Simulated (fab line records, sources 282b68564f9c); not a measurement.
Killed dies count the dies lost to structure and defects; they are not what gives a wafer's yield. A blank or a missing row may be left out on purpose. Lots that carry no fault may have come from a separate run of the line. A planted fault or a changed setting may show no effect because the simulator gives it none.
fab line records	flow ritCmos
record: lots: 7	wafers: 21	lastDay: 6
route steps=202 shown NRETRO@60 PRETRO@64 GATE@75 M1@202
lots untouched by any fault: they come from a run of this same line in which no faults occurred
startH: hours from the record's opening day to when the first of the lot's shown wafers began	waitH: hours elapsed since this lot's preceding step	" the same as in the row above	L1.1+2: one row covering several wafers at once	- no value present, or no start provided	* or withheld: withheld	< > ~ a bound
route shown NAME@n: names a module that has steps shown in the file, with the first one's number in the route	usual: mean/standard deviation of fault-free wafers	same: alike in all rows	chamber/n: place in a boat	sites: each site's reading	_std_site: the values' standard deviation	_edge_site: inner sites' mean taken away from outer sites' mean	radiusMm: for every site, how far away it sits from the centre of the wafer	mask NAME#n: copy n	behind: the most recent tool/chamber to have shaped the wafer	hold: why the lot was held/for how many hours/how that ended	device: names the non-switching transistor (n, p or np)	end of line: the tests these same wafers got at the end of their route	where a step has no rows: the recipe by itself	killed: at the first sort, the dies lost to defects and structure; wafer yield is something else	map: a wafer's dies, x killed, . not, _ none there
set.NAME: the run value of the setting; set.NAME@STEP: its run value at that earlier step	model.NAME: the simulator's own value behind a step, which no gauge read
certain route steps with their lots: each step a table, each wafer a row
services: the hour from which a tool's chamber was out of use, counted from the record's first day as startH (under 0 if before that day), plus the number of hours and why
== steps ==
step: RIT_NRETRO_HARDBAKE_07
recipe: resist: NOVOLAK	tempC: 140	timeS: 120
step: RIT_NRETRO_IMPLANT_08
recipe: species: P	energyKev: 70.88	doseCm2: 1e+13	tiltDeg: 7
step: RIT_NRETRO_STRIP_09
recipe: chemistry: O2	timeS: 180	resist: NOVOLAK	platenTempC: withheld	powerW: 500	pressureMtorr: 4000	o2FlowSccm: 4000
usual: drypumpMotorCurrentA: 5.8/0.38
lot.wafer	tool	chamber	startH	waitH	drypumpMotorCurrentA	rfHoursCounterH
L608.3	plasmaAsher-04	0	37.20	0.1	6.0	-
L608.5	"	0	"	"	6.0	-
L608.6	"	1	"	"	5.4	-
L615.1	plasmaAsher-04	1	72.64	0.1	5.3	45
L615.3	"	0	"	"	6.0	-
L615.5	"	0	"	"	6.0	-
L618.2	plasmaAsher-04	1	85.71	0.1	5.3	46
L618.3	"	1	"	"	5.3	-
L618.5	"	1	"	"	5.3	-
L619.1	plasmaAsher-02	1	91.59	0.1	6.1	45
L619.2	"	0	"	"	6.1	45
L619.3	"	0	"	"	6.1	-
L620.3	plasmaAsher-02	0	96.22	0.1	6.1	-
L620.5	"	0	"	"	6.1	-
L620.6	"	1	"	"	6.1	-
L623.3	plasmaAsher-02	0	111.39	0.1	6.0	-
L623.4	"	1	"	"	6.1	-
L623.6	"	0	"	"	6.0	-
L625.2	plasmaAsher-04	0	122.11	0.1	6.0	1
L625.3	"	0	"	"	6.0	-
L625.6	"	0	"	"	6.0	-
step: RIT_NRETRO_TW_MEAS_10
usual: NRETRO_TW: 1054/16
lot.wafer	tool	chamber	startH	waitH	NRETRO_TW
L608.3	filmMetro-04	-	37.34	0.1	1062
L608.5	"	-	"	"	1058
L608.6	"	-	"	"	1070
L615.1	filmMetro-03	-	72.81	0.1	1033
L615.3	"	-	"	"	1032
L615.5	"	-	"	"	1040
L618.2	filmMetro-03	-	85.90	0.1	1047
L618.3	"	-	"	"	1043
L618.5	"	-	"	"	1040
L619.1	filmMetro-03	-	91.76	0.1	1035
L619.2	"	-	"	"	1038
L619.3	"	-	"	"	1032
L620.3	filmMetro-02	-	96.35	0.1	1072
L620.5	"	-	"	"	1071
L620.6	"	-	"	"	1065
L623.3	filmMetro-04	-	111.53	0.1	1067
L623.4	"	-	"	"	1068
L623.6	"	-	"	"	1065
L625.2	filmMetro-04	-	122.30	0.1	1055
L625.3	"	-	"	"	1065
L625.6	"	-	"	"	1064
step: RIT_PRETRO_HMDS_00
recipe: primeTimeS: 60	primeTempC: 140
step: RIT_PRETRO_COAT_01
recipe: resist: NOVOLAK	spinRpm: 2000	resistThkNm: 1300
step: RIT_PRETRO_SOFTBAKE_02
recipe: resist: NOVOLAK	tempC: 90	timeS: 60
step: RIT_PRETRO_EXPOSE_03
recipe: maskId: M5	na: 0.57	targetCdNm: 43700	doseMj: 250
step: RIT_PRETRO_PEB_04
recipe: resist: NOVOLAK	tempC: withheld	timeS: withheld
step: RIT_PRETRO_DEVELOP_05
recipe: resist: NOVOLAK	developTimeS: 68	devTempC: 23
step: RIT_PRETRO_OVL_MEAS_06
usual: PRETRO_OVL: 0.6/1.4
lot.wafer	tool	chamber	startH	waitH	PRETRO_OVL[nm]
L608.3	overlay-02	-	38.39	-	-3.1
L608.5	"	-	"	"	-1.3
L608.6	"	-	"	"	-1.5
L615.1	overlay-01	-	73.97	-	0.1
L615.3	"	-	"	"	0.4
L615.5	"	-	"	"	0.3
L618.2	overlay-02	-	86.85	-	1.1
L618.3	"	-	"	"	1.0
L618.5	"	-	"	"	-0.5
L619.1	overlay-02	-	92.70	-	1.4
L619.2	"	-	"	"	0.1
L619.3	"	-	"	"	1.3
L620.3	overlay-02	-	97.29	-	2.8
L620.5	"	-	"	"	2.7
L620.6	"	-	"	"	2.0
L623.3	overlay-01	-	112.46	-	1.3
L623.4	"	-	"	"	1.4
L623.6	"	-	"	"	-0.7
L625.2	overlay-02	-	123.24	-	1.1
L625.3	"	-	"	"	-1.0
L625.6	"	-	"	"	0.2
step: RIT_PRETRO_HARDBAKE_07
recipe: resist: NOVOLAK	tempC: 140	timeS: 120
step: RIT_PRETRO_IMPLANT_08
recipe: species: B	energyKev: 45	doseCm2: 1.2e+13	tiltDeg: 7
usual: doseIonsCm2: 1.2002e+13/1.4e+10	faradayCurrentUA: 38.1/0.72
lot.wafer	tool	chamber	startH	waitH	doseIonsCm2	faradayCurrentUA
L608.3	implanter-04	0	38.72	0.2	1.2005e+13	38.3
L608.5	"	0	"	"	1.1989e+13	38.4
L608.6	"	0	"	"	1.1997e+13	37.8
L615.1	implanter-02	0	74.25	0.2	1.1995e+13	36.4
L615.3	"	0	"	"	1.1992e+13	37.4
L615.5	"	0	"	"	1.2003e+13	38.3
L618.2	implanter-02	0	87.16	0.2	9.951e+12	30.3
L618.3	"	0	"	"	9.969e+12	32.4
L618.5	"	0	"	"	9.992e+12	31.3
L619.1	implanter-02	0	92.99	0.2	9.983e+12	31.6
L619.2	"	0	"	"	9.973e+12	32.1
L619.3	"	0	"	"	9.956e+12	31.4
L620.3	implanter-02	0	97.61	0.2	9.968e+12	32.2
L620.5	"	0	"	"	9.978e+12	32.0
L620.6	"	0	"	"	9.975e+12	32.9
L623.3	implanter-04	0	112.79	0.2	1.2025e+13	38.1
L623.4	"	0	"	"	1.1988e+13	38.4
L623.6	"	0	"	"	1.2e+13	37.7
L625.2	implanter-01	0	123.54	0.2	1.2014e+13	37.3
L625.3	"	0	"	"	1.2029e+13	39.3
L625.6	"	0	"	"	1.2e+13	39.4
step: RIT_PRETRO_STRIP_09
recipe: chemistry: O2	timeS: 180	resist: NOVOLAK	platenTempC: withheld	powerW: 500	pressureMtorr: 4000	o2FlowSccm: 4000
usual: drypumpMotorCurrentA: 5.8/0.41
lot.wafer	tool	chamber	startH	waitH	drypumpMotorCurrentA	rfHoursCounterH
L608.3	plasmaAsher-02	0	38.88	0.1	6.1	-
L608.5	"	1	"	"	6.1	-
L608.6	"	0	"	"	6.1	-
L615.1	plasmaAsher-02	1	74.40	0.1	6.1	44
L615.3	"	0	"	"	6.0	-
L615.5	"	0	"	"	6.0	-
L618.2	plasmaAsher-03	1	87.28	0.1	6.3	28
L618.3	"	1	"	"	6.3	-
L618.5	"	0	"	"	5.9	-
L619.1	plasmaAsher-03	0	93.14	0.1	5.8	29
L619.2	"	1	"	"	6.4	29
L619.3	"	1	"	"	6.3	-
L620.3	plasmaAsher-01	1	97.77	0.1	5.0	-
L620.5	"	1	"	"	5.1	-
L620.6	"	0	"	"	5.7	-
L623.3	plasmaAsher-02	0	112.95	0.1	6.0	-
L623.4	"	1	"	"	6.1	-
L623.6	"	1	"	"	6.1	-
L625.2	plasmaAsher-02	0	123.67	0.1	6.1	50
L625.3	"	0	"	"	6.1	-
L625.6	"	0	"	"	6.1	-
step: RIT_PRETRO_TW_MEAS_10
usual: PRETRO_TW: 477/6.5
lot.wafer	tool	chamber	startH	waitH	PRETRO_TW
L608.3	filmMetro-02	-	39.01	0.1	479
L608.5	"	-	"	"	481
L608.6	"	-	"	"	484
L615.1	filmMetro-02	-	74.58	0.1	480
L615.3	"	-	"	"	483
L615.5	"	-	"	"	477
L618.2	filmMetro-02	-	87.47	0.1	454
L618.3	"	-	"	"	457
L618.5	"	-	"	"	456
L619.1	filmMetro-02	-	93.31	0.1	455
L619.2	"	-	"	"	459
L619.3	"	-	"	"	456
L620.3	filmMetro-01	-	97.90	0.1	448
L620.5	"	-	"	"	448
L620.6	"	-	"	"	451
L623.3	filmMetro-01	-	113.08	0.1	475
L623.4	"	-	"	"	473
L623.6	"	-	"	"	475
L625.2	filmMetro-03	-	123.85	0.1	463
L625.3	"	-	"	"	465
L625.6	"	-	"	"	466
step: RIT_GATE_WET_ETCH_00
recipe: chemistry: BOE	target: SiO2	targetDepthNm: 56	timeS: 60	dry: n2Spin	dilution: 10:1	tempC: 21.5
step: RIT_M1_PROBE_99
usual: killedAtContacts: 0.1/0.27	killedAtFrontEnd: 6.7/2.9	killedDies: 6.7/2.9	killedOpen: 3.4/1.8	killedShort: 3.3/2.2
same: grossDies: 264	killed_at_M0_to_M3: 0	killed_at_M4_up: 0	killedAtBackSide: 0	killedAtOther: 0
lot.wafer	tool	chamber	startH	waitH	killedAtContacts	killedAtFrontEnd	killedDies	killedOpen	killedShort	model.etest.nmos_0p3.rOnOhmUm	model.etest.nmos_0p3.driveUaUm	model.etest.nmosNarrow.driveUaUm	model.etest.nmos_0p15.offLog10AUm	model.etest.retroEdgeNmos.offLog10AUm	model.etest.ring.quietLog10A	model.etest.nmos_0p3.offLog10AUm	model.etest.gateEndArray.leakLog10AUm
L608.3	prober-01	-	67.85	0.2	0	3	3	2	1	2230	220.3	210.5	-10.46	-10.34	-8.063	-12.95	-12.86
L608.5	prober-01	-	67.95	0.2	0	9	9	6	3	2204	220.5	211.4	-10.59	-10.46	-8.077	-13.09	-12.89
L608.6	prober-01	-	68.00	0.2	0	7	7	4	3	2172	220.7	213.3	-10.56	-10.29	-8.057	-13.01	-12.91
L615.1	prober-02	-	105.46	0.1	0	9	9	4	5	2195	212.6	204.7	-9.968	-10	-7.607	-13.18	-13
L615.3	prober-02	-	105.56	0.2	0	5	5	3	2	2198	214.7	205.1	-10.01	-9.763	-7.726	-13.14	-13.01
L615.5	prober-02	-	105.66	0.2	0	11	11	6	5	2179	214.2	203.9	-10.15	-9.961	-7.722	-13.17	-13.08
L618.2	prober-02	-	115.57	0.1	0	5	5	4	1	2141	229.6	222.5	-9.842	-9.821	-7.786	-12.93	-12.77
L618.3	prober-02	-	115.62	0.2	0	7	7	4	3	2126	232.6	224.6	-9.722	-9.598	-7.598	-12.95	-12.87
L618.5	prober-02	-	115.72	0.2	0	8	8	3	5	2136	232.5	226.4	-9.882	-9.801	-7.794	-12.94	-12.71
L619.1	prober-01	-	123.55	0.1	0	9	9	9	0	2136	230.5	221.2	-9.969	-9.948	-7.806	-13.07	-12.86
L619.2	prober-01	-	123.60	0.1	0	4	4	3	1	2167	232	223.9	-10.21	-10.06	-8.027	-12.9	-12.78
L619.3	prober-01	-	123.65	0.2	0	3	3	1	2	2156	226.8	219.7	-9.948	-9.877	-7.809	-12.98	-12.88
L620.3	prober-02	-	125.15	0.2	0	4	4	1	3	2153	233.6	228	-10.13	-10.12	-7.765	-12.9	-12.77
L620.5	prober-02	-	125.25	0.2	0	8	8	4	4	2165	234.8	227.3	-10.21	-10.07	-7.944	-12.86	-12.69
L620.6	prober-02	-	125.30	0.2	0	13	13	8	5	2160	233.6	224.4	-10.18	-9.975	-7.902	-13.03	-12.87
L623.3	prober-01	-	139.36	0.2	0	6	6	4	2	2304	207.6	194	-10.83	-10.69	-7.987	-13.16	-13.02
L623.4	prober-01	-	139.41	0.2	0	5	5	3	2	2295	210.4	193.6	-11.01	-10.88	-8.067	-13.22	-12.99
L623.6	prober-01	-	139.51	0.2	0	5	5	2	3	2305	212.7	194.5	-10.94	-10.91	-7.981	-13.08	-12.89
L625.2	prober-01	-	150.74	0.1	0	6	6	2	4	2338	203.4	192.4	-10.88	-10.72	-8.28	-13.31	-13.07
L625.3	prober-01	-	150.79	0.2	0	7	7	2	5	2348	202.9	196.3	-11.04	-10.77	-8.582	-13.31	-13.19
L625.6	prober-01	-	150.94	0.2	1	12	13	5	8	2325	206.8	197.7	-10.72	-10.48	-8.249	-13.33	-13.16
killed by level:class
L608.3 FOX1:geometricParticle:open=1 FOX1:geometricParticle:short=1 GATE:geometricParticle:open=1
L608.5 GATE:geometricParticle:open=4 GATE:geometricParticle:short=2 FOX1:geometricParticle:open=1 REOX:geometricParticle:short=1 REOX:geometricParticle:open=1
L608.6 FOX1:geometricParticle:short=3 GATE:geometricParticle:open=2 FOX1:geometricParticle:open=1 SILICIDE:geometricParticle:open=1
L615.1 GATE:geometricParticle:short=3 FOX1:geometricParticle:open=2 FOX1:geometricParticle:short=1 GATE:geometricParticle:open=1 REOX:geometricParticle:open=1 SILICIDE:geometricParticle:short=1
L615.3 GATE:geometricParticle:short=2 FOX2:geometricParticle:open=1 GATE:geometricParticle:open=1 SILICIDE:geometricParticle:open=1
L615.5 GATE:geometricParticle:open=3 FOX1:geometricParticle:short=2 SILICIDE:geometricParticle:short=2 FOX1:geometricParticle:open=1 REOX:geometricParticle:open=1 SPACER:geometricParticle:short=1 SILICIDE:geometricParticle:open=1
L618.2 GATE:geometricParticle:open=3 GATE:geometricParticle:short=1 SILICIDE:geometricParticle:open=1
L618.3 GATE:geometricParticle:short=2 FOX1:geometricParticle:open=1 GATE:geometricParticle:open=1 REOX:geometricParticle:open=1 REOX:geometricParticle:short=1 SILICIDE:geometricParticle:open=1
L618.5 GATE:geometricParticle:short=2 REOX:geometricParticle:short=2 FOX1:geometricParticle:open=1 FOX1:geometricParticle:short=1 GATE:geometricParticle:open=1 STARTING-WAFER:geometricParticle:open=1
L619.1 FOX1:geometricParticle:open=4 REOX:geometricParticle:open=3 SPACER:geometricParticle:open=2
L619.2 FOX2:geometricParticle:open=1 REOX:geometricParticle:open=1 SPACER:geometricParticle:short=1 SILICIDE:geometricParticle:open=1
L619.3 FOX1:geometricParticle:short=2 GATE:geometricParticle:open=1
L620.3 SPACER:geometricParticle:short=3 REOX:geometricParticle:open=1
L620.5 FOX2:geometricParticle:short=3 FOX1:geometricParticle:open=2 FOX1:geometricParticle:short=1 GATE:geometricParticle:open=1 SPACER:geometricParticle:open=1
L620.6 FOX1:geometricParticle:open=5 REOX:geometricParticle:short=2 SPACER:geometricParticle:short=2 SPACER:geometricParticle:open=2 FOX2:geometricParticle:short=1 GATE:geometricParticle:open=1
L623.3 SPACER:geometricParticle:open=3 FOX1:geometricParticle:open=1 FOX1:geometricParticle:short=1 SILICIDE:geometricParticle:short=1
L623.4 GATE:geometricParticle:open=3 GATE:geometricParticle:short=1 SPACER:geometricParticle:short=1
L623.6 GATE:geometricParticle:short=2 FOX1:geometricParticle:short=1 FOX1:geometricParticle:open=1 GATE:geometricParticle:open=1
L625.2 GATE:geometricParticle:short=2 REOX:geometricParticle:open=2 ACTIVE:geometricParticle:short=1 FOX1:geometricParticle:short=1
L625.3 SPACER:geometricParticle:short=2 FOX1:geometricParticle:short=1 GATE:geometricParticle:short=1 GATE:geometricParticle:open=1 REOX:geometricParticle:short=1 REOX:geometricParticle:open=1
L625.6 REOX:geometricParticle:open=4 GATE:geometricParticle:short=2 SPACER:geometricParticle:short=2 SILICIDE:geometricParticle:short=2 FOX1:geometricParticle:short=1 GATE:geometricParticle:open=1 CONTACT:geometricParticle:short=1
== services ==
tool	chamber	startH	hours	kind
plasmaAsher-03	-	31.99	31.5	repair
implanter-04	-	45.12	4.3	repair
plasmaAsher-03	-	63.47	2.8	pm
implanter-02	-	75.30	3.0	pm
implanter-04	-	107.72	3.5	repair
plasmaAsher-04	-	108.75	9.0	pm
plasmaAsher-04	0	108.75	9.0	ventCycle
plasmaAsher-04	1	108.75	9.0	ventCycle
plasmaAsher-04	0	117.75	-	clean
plasmaAsher-04	1	117.75	-	clean
== key ==
firstSign: step: RIT_PRETRO_IMPLANT_08	reading: doseIonsCm2	direction: down	sigmas: 99+	usual: 1.2002e+13	struck: 9.972e+12
effect: step: RIT_PRETRO_IMPLANT_08	reading: faradayCurrentUA	direction: down	sigmas: 8.7	usual: 38.1	struck: 31.8
effect: step: RIT_PRETRO_TW_MEAS_10	reading: PRETRO_TW	direction: down	sigmas: 3.6	usual: 477	struck: 454
modelEffect: step: RIT_M1_PROBE_99	value: etest.nmos_0p3.rOnOhmUm	without: 2227	struck: 2149
metAt RIT_PRETRO_IMPLANT_08
struckWafers L618.2,L618.3,L618.5,L619.1,L619.2,L619.3,L620.3,L620.5,L620.6
testerLeftOut L618,L619,L620
onsetBetween 74.25 87.16
fault: kind: processParameterDrift	tool: implanter-02	chamber: -	onsetH: 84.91	steps: RIT_PRETRO_IMPLANT_08	channel: doseCm2	offset: -2.04e+12	shape: step	endH: 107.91	actsIn: theseRecipesOnly	stated: 1.2e+13
testerLeftOut: of these lots the tester's yield and bins aren't shown, on N5 and GAA mostly nor the transistor test; their killed dies are dies lost to structure and defects alone, not to doping, threshold or leakage, so they don't give the yield
